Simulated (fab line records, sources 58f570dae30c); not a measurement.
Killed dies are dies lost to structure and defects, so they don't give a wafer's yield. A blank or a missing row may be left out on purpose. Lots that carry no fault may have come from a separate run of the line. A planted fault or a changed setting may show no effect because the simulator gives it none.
Problem report in the 8D (eight disciplines) form, filled by code ; flow berkeleyCmos170 ; the parts of the form that need people (team, actions taken, sign-off) are left out

1. WHAT WENT WRONG
At UCB170_V2_ETCH_14, oesProductAu averages 0.760 a.u. over 6 wafers from 2 lots, while fault-free wafers read 0.876 a.u., standard deviation 0.011. That is -11 standard deviations from the usual mean.
The step: etches SiO2 in CHF3/CF4/Ar, stops on Al, target depth 1250 nm, time 291 s.
Seen first at day 13 02:41 on rieDiel-02, wafer L712.2. The record holds 42 wafers of 14 lots with a number at this step. The rule behind "out" and "out of limits": a value lying over 4 standard deviations away from the usual mean. The rest of the wafers with a number are treated as sound.

2. WHAT IT IS, AND WHAT IT ISN'T
question;is;is not
which readings at this step;oesProductAu;drypumpMotorCurrentA, throttleValvePct
which lots;L712, L713;L692, L696, L697, L698, L699, L700, L701, L702, L703, L704, L705, L707
which wafers of those lots;all that have a number;-
read on which tools;rieDiel-02;rieDiel-01, rieDiel-03
when;from day 13 02:41;up to then (36 sound wafers)

3. WHAT RULES OUT EACH SUSPECT
Counting: a tool stays on the suspect list if, at a process step up to the reading, it processed all lots that are out and no sound lot following the first of them.
- rieDiel-02 at UCB170_V2_ETCH_14 (etches SiO2 in CHF3/CF4/Ar, stops on Al, target depth 1250 nm, time 291 s): kept. All lots that are out passed through it, beginning with L712 at day 13 02:41, and no sound lot followed; its final sound lot before that point was L703 at day 11 06:36. Out on those wafers are its own readings of oesProductAu.
Left after counting: rieDiel-02 at UCB170_V2_ETCH_14.

4. THE CAUSE (what the simulator had put in)
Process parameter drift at UCB170_V2_ETCH_14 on rieDiel-02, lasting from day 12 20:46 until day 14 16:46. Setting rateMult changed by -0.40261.
After counting, this tool was the only one left.

5. SEQUENCE OF EFFECTS, ordered by route
Each row: a reading where the mean over the struck wafers with a number is more than 3 standard deviations away from the usual. Only readings whose record carries a usual standard deviation are examined. hours: median over the lots of the time between each lot's start at the first step of this table that gives one and its start at this step. sigmas: the change, counted in usual standard deviations.
hours;step;reading;usual;on struck wafers;change;sigmas
0;UCB170_V2_ETCH_14;oesProductAu;0.876 a.u.;0.760;-0.116;-11
0;UCB170_V2_STRIP_15;stripTimeToEndpointS;15.31 s;17.90;+2.59;+29
4;UCB170_M3_PROBE_99;defectLimitedYield;98.8 %;0.0;-98.8;-99 or more
4;UCB170_M3_PROBE_99;killed_at_M0_to_M3;0.8;261.7;+260.9;+99 or more
4;UCB170_M3_PROBE_99;killedDies;3.3;264.0;+260.7;+99 or more
4;UCB170_M3_PROBE_99;killedOnRim;0.9;70.0;+69.1;+69
4;UCB170_M3_PROBE_99;sort_bin_5_function;0.7 %;99.6;+98.9;+99 or more
4;UCB170_M3_PROBE_99;sortNPass;260.7;0.0;-260.7;-99 or more
4;UCB170_M3_PROBE_99;sortYieldPct;98.8 %;0.0;-98.8;-99 or more
The process steps in it:
- UCB170_V2_ETCH_14: etches SiO2 in CHF3/CF4/Ar, stops on Al, target depth 1250 nm, time 291 s.
- UCB170_V2_STRIP_15: strips in O2.
- UCB170_M3_PROBE_99

6. HOW IT WOULD HAVE BEEN CAUGHT EARLIER
The fault began at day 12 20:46; the first out-of-limits reading in this record came at day 13 02:41, 6 hours later.
